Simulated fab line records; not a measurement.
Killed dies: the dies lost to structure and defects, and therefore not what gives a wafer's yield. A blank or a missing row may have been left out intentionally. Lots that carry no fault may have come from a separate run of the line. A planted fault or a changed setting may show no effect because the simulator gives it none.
2 desks looking at one fault / flow rit cmos / numbers are kept per desk, each desk with only its own; the story behind them comes last

## TOOL OWNER'S DESK, iline stepper-02
The tool's own readings at RIT_ACTIVE_EXPOSE_08 (exposes mask M1, target cd 1400 nm): means of the sampled wafers that have a number, for each lot that ran on this tool. If a lot's mean is further than 4 standard deviations from the usual mean, the lot is out of limits and carries the mark OUT (the distance appears in the brackets).
Columns: A = exposure dose mJ cm2 at RIT_ACTIVE_EXPOSE_08, usual 224.93; B = stage vel mm s at RIT_ACTIVE_EXPOSE_08, usual 500.09 mm/s
lot=L937; first seen here=day 2 07:09; A=225.10; B=499.98
lot=L938; first seen here=day 2 12:53; A=224.96; B=500.01
lot=L939; first seen here=day 2 16:28; A=224.98; B=499.81
lot=L943; first seen here=day 3 14:24; A=173.14 (-99 or more) OUT; B=500.45
lot=L946; first seen here=day 4 03:34; A=183.59 (-99 or more) OUT; B=500.10
lot=L950; first seen here=day 4 22:11; A=192.06 (-99 or more) OUT; B=499.88
Finding of this desk: L943, L946, L950 out of limits; the first was L943 at day 3 14:24, on exposure dose mJ cm2 at RIT_ACTIVE_EXPOSE_08. Within limits: L937, L938, L939.

## METROLOGY DESK
Lot by lot, what the gauges showed, no matter which tool ran the lot: averages of those sampled wafers that carry a number. If a lot's mean is further than 4 standard deviations from the usual mean, the lot is out of limits and carries the mark OUT (the distance appears in the brackets).
Columns: A = cd nm at RIT_ACTIVE_CD_MEAS_11, usual 1399.7 nm; B = NWELL_OVL at RIT_NWELL_OVL_MEAS_06, usual -1.0 nm; C = NWELL_TW at RIT_NWELL_TW_MEAS_10, usual 2150; D = NLDD_OVL at RIT_NLDD_OVL_MEAS_06, usual -0.3 nm
lot=L934; first seen here=day 1 15:41; A=1400.2; B=-2.0; C=2148; D=-1.8
lot=L935; first seen here=day 1 22:41; A=1398.2; B=0.0; C=2147; D=0.8
lot=L936; first seen here=day 2 03:58; A=1400.7; B=0.4; C=2153; D=0.5
lot=L937; first seen here=day 2 07:33; A=1398.0; B=-2.2; C=2156; D=0.9
lot=L938; first seen here=day 2 13:17; A=1399.2; B=-3.3; C=2146; D=-0.2
lot=L939; first seen here=day 2 16:56; A=1399.3; B=-0.4; C=2152; D=1.7
lot=L940; first seen here=day 2 22:57; A=1397.7; B=-0.9; C=2155; D=-1.7
lot=L941; first seen here=day 3 04:04; A=1396.6; B=-1.1; C=2157; D=-0.1
lot=L943; first seen here=day 3 14:48; A=1474.7 (+42) OUT; B=-0.4; C=2151; D=1.4
lot=L946; first seen here=day 4 03:58; A=1460.9 (+34) OUT; B=1.3; C=2141; D=-1.3
lot=L950; first seen here=day 4 22:35; A=1445.8 (+26) OUT; B=-3.9; C=2160; D=-2.0
lot=L952; first seen here=day 5 09:26; A=1398.7; B=0.7; C=2158; D=-3.0
lot=L953; first seen here=day 5 14:31; A=1402.6; B=-0.5; C=2147; D=-3.0
lot=L956; first seen here=day 6 05:10; A=1398.0; B=-0.9; C=2140; D=0.0
Finding of this desk: L943, L946, L950 out of limits; the first was L943 at day 3 14:48, on cd nm at RIT_ACTIVE_CD_MEAS_11. Within limits: L934, L935, L936, L937, L938, L939, L940, L941, L952, L953, L956.

## BROUGHT TOGETHER
The tool owner's desk could have raised an alarm at day 3 14:24, on L943, L946, L950.
An alarm was possible from the metrology desk at day 3 14:48, on L943, L946, L950.
The lots listed all ran RIT_ACTIVE_EXPOSE_08 on iline stepper-02.

## WHAT WAS PUT IN BY THE SIMULATOR
Process parameter drift: iline stepper-02, from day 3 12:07 on, at RIT_ACTIVE_EXPOSE_08. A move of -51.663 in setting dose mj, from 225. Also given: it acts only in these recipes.
Lots struck among those shown: L943, L946, L950.
Counting hours from when the fault started, the first reading out of limits came at 2 for the tool owner's desk and at 3 for the metrology desk.
